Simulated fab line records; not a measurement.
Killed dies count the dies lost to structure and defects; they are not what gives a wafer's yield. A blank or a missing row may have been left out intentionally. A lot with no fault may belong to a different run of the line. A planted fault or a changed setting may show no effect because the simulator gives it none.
Which tool did it? | flow berkeleyCmos170 | 7 lots, 21 wafers sampled, at 3 steps of a route of 331

WHAT EACH GAUGE READ, for each wafer
UCB170_PSD_TW_MEAS_10.
lot  | measured     | on           | PSD_TW
L950 | day 9 00:56  | filmMetro-03 | 2325 2317 2328
L952 | day 9 16:06  | filmMetro-03 | 2319 2320 2329
L956 | day 10 11:50 | filmMetro-01 | 2292 2295 2296
L960 | day 11 01:22 | filmMetro-03 | 2275 2274 2288
L964 | day 11 12:04 | filmMetro-01 | 2338 2353 2360
L968 | day 12 03:19 | filmMetro-01 | 2322 2321 2316
L972 | day 13 03:50 | filmMetro-03 | 2336 2326 2332

TOOL THAT RAN EACH LOT (tool first, then ch and the chambers of the sampled wafers, then the start)
lot  | UCB170_PSD_IMPLANT_08           | UCB170_PSD_STRIP_09
L950 | implanter-01 ch 0, day 9 00:41  | plasmaAsher-02 ch 0,1, day 9 00:50
L952 | implanter-03 ch 0, day 9 15:52  | plasmaAsher-02 ch 0,1, day 9 15:59
L956 | implanter-01 ch 0, day 10 11:37 | plasmaAsher-02 ch 0,1, day 10 11:45
L960 | implanter-01 ch 0, day 11 01:07 | plasmaAsher-02 ch 0,1, day 11 01:16
L964 | implanter-03 ch 0, day 11 11:49 | plasmaAsher-04 ch 0,1, day 11 11:57
L968 | implanter-03 ch 0, day 12 03:04 | plasmaAsher-02 ch 0,1, day 12 03:12
L972 | implanter-03 ch 0, day 13 03:35 | plasmaAsher-02 ch 0,1, day 13 03:44
- UCB170_PSD_IMPLANT_08
- UCB170_PSD_STRIP_09: strips in O2.

THE ANSWER, worked out from the rows above alone
Rule: what is usual is taken from the lots themselves. Put in order of their means at a reading, lots are off if they are a third of the lots or fewer, leave a main group of 4 or more, and stand apart from it by a gap of 3 or more times the standard deviation of the main group's means; of several such gaps the widest counts. If all means in a main group match to the digits the tables above print for the reading, that group is not used. Also off: a lot with no number at a reading for which 4 or more lots have one. All remaining lots with rows at the step are treated as sound.
Nothing can be told from this: no lot is off at any reading shown.

WHAT THE SIMULATOR HAD INSERTED
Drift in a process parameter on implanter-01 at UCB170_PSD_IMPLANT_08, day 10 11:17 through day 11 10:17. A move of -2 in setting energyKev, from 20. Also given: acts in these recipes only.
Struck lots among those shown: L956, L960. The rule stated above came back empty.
